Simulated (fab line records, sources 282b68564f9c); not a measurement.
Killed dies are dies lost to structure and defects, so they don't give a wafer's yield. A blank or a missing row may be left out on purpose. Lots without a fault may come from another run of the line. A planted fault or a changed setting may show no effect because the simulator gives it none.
A struck lot beside a sound one | flow rit_cmos | 23 steps out of a route of 202
Sound: wafers L807.1, L807.3, L807.5. Struck: wafers L821.2, L821.5, L821.6. The cause comes at the end.
At each step with rows: each side's tool, then ch and its chambers, then its first start. Under that, the readings that differ: sound wafers | struck wafers | difference of the means | sigmas: that difference in standard deviations of wafers without a fault.
alike: readings whose means differ by less than 2 such deviations, and words and numbers that are the same on both sides. not compared: withheld readings, readings that some wafer has no value for, bounds like >300 that may hide the same value, and numbers for which the record gives no deviation and whose values overlap.
The two part at a step that has a row with sigmas, a row that says differs or no value, or rows on one side only. Numbers that don't overlap but have no deviation are shown without sigmas and don't part them. A reading that every wafer of one side lacks parts them only if that side has two wafers or more.

first, 5 steps without rows for these wafers: RIT_GATE_WET_ETCH_00 (etches SiO2 in BOE, target depth 56 nm, time 60 s); RIT_GATE_CLEAN_01 (cleans in SC1, time 600 s); RIT_GATE_CLEAN_02 (cleans in dHF, time 30 s); RIT_GATE_CLEAN_03 (cleans in SC2, time 600 s); RIT_GATE_CLEAN_04 (cleans in dHF, time 60 s).
RIT_FOX2_THK_MEAS_91:
  sound on film_metro-03, day 2 23:19; struck on film_metro-03, day 5 19:46
  alike: FIELD_OXIDE_LEFT_2_THK
then, 2 steps without rows for these wafers: RIT_GATE_OXIDATION_05 (target thk 3 nm, ox time 270 s); RIT_GATE_ANNEAL_06 (time 600 s).
RIT_GATE_THK_MEAS_07:
  sound on film_metro-02, day 3 01:29; struck on film_metro-03, day 5 21:25
  alike: GATE_OXIDE_THK
then, 1 step without rows for these wafers: RIT_GATE_CVD_08 (deposits poly-Si from SiH4, target thk 250 nm, time 2220 s).
RIT_GATE_THK_MEAS_09:
  sound on film_metro-02, day 3 03:10; struck on film_metro-04, day 5 23:05
  reading            | sound             | struck            | difference | sigmas
  GATE_POLY_THK (nm) | 255.1 254.7 255.4 | 249.4 252.1 250.4 | -4.4       | -2
then, 1 step without rows for these wafers: RIT_GATE_HMDS_10 (prime time 60 s).
RIT_GATE_COAT_11: resist thk 850 nm.
  sound on litho_track-04 ch 0, day 3 03:23; struck on litho_track-01 ch 0, day 5 23:19
  reading                                   | sound             | struck            | difference | sigmas
  model.NOVOLAK_of_GATE_COAT_11.thk_nm (nm) | 850.4 848.3 850.8 | 859.9 859.9 862.1 | +10.8      |
then, 4 steps without rows for these wafers: RIT_GATE_SOFTBAKE_12 (time 60 s); RIT_GATE_EXPOSE_13 (exposes mask M6, target cd 150 nm); RIT_GATE_PEB_14; RIT_GATE_DEVELOP_15 (develop time 50 s).
RIT_GATE_CD_MEAS_16: target cd 150 nm.
  sound on cd_sem-01, day 3 04:07; struck on cd_sem-02, day 6 00:08
  alike: cd_nm
RIT_GATE_OVL_MEAS_17:
  sound on overlay-01, day 3 04:14; struck on overlay-02, day 6 00:14
  reading       | sound          | struck      | difference | sigmas
  GATE_OVL (nm) | -3.1 -1.6 -1.8 | 0.9 3.7 2.4 | +4.5       | +3
then, 1 step without rows for these wafers: RIT_GATE_HARDBAKE_18 (time 60 s).
RIT_GATE_ETCH_19: etches poly-Si in SF6/CHF3/O2, stops on SiO2, time 165 s, target depth 312.5 nm.
  sound on rie_si-01 ch 0,2,3, day 3 04:25; struck on rie_si-02 ch 1,2,3, day 6 00:25
  reading                                   | sound             | struck          | difference | sigmas
  model.NOVOLAK_of_GATE_COAT_11.thk_nm (nm) | 672.4 668.2 671.2 | 679.6 677.5 678 | +7.8       |
  alike: drypump_motor_current_A, oes_product_au, throttle_valve_pct
  not compared: rf_hours_counter_h
RIT_GATE_STRIP_20: strips in O2, time 180 s.
  sound on plasma_asher-03 ch 0, day 3 04:32; struck on plasma_asher-03 ch 0,1, day 6 00:32
  alike: drypump_motor_current_A, rf_refl_power_W
  not compared: rf_hours_counter_h
RIT_M1_PROBE_99:
  sound on prober-01, day 4 01:09; struck on prober-01, day 6 22:09
  alike: killed_at_front_end, killed_dies, killed_open, killed_short

WHERE THEY PART
First at RIT_GATE_THK_MEAS_09; last, within this record, at RIT_GATE_OVL_MEAS_17. Later steps at which nothing parts them and some readings are alike: RIT_GATE_ETCH_19, RIT_GATE_STRIP_20, RIT_M1_PROBE_99.

WHY: what the simulator had put in
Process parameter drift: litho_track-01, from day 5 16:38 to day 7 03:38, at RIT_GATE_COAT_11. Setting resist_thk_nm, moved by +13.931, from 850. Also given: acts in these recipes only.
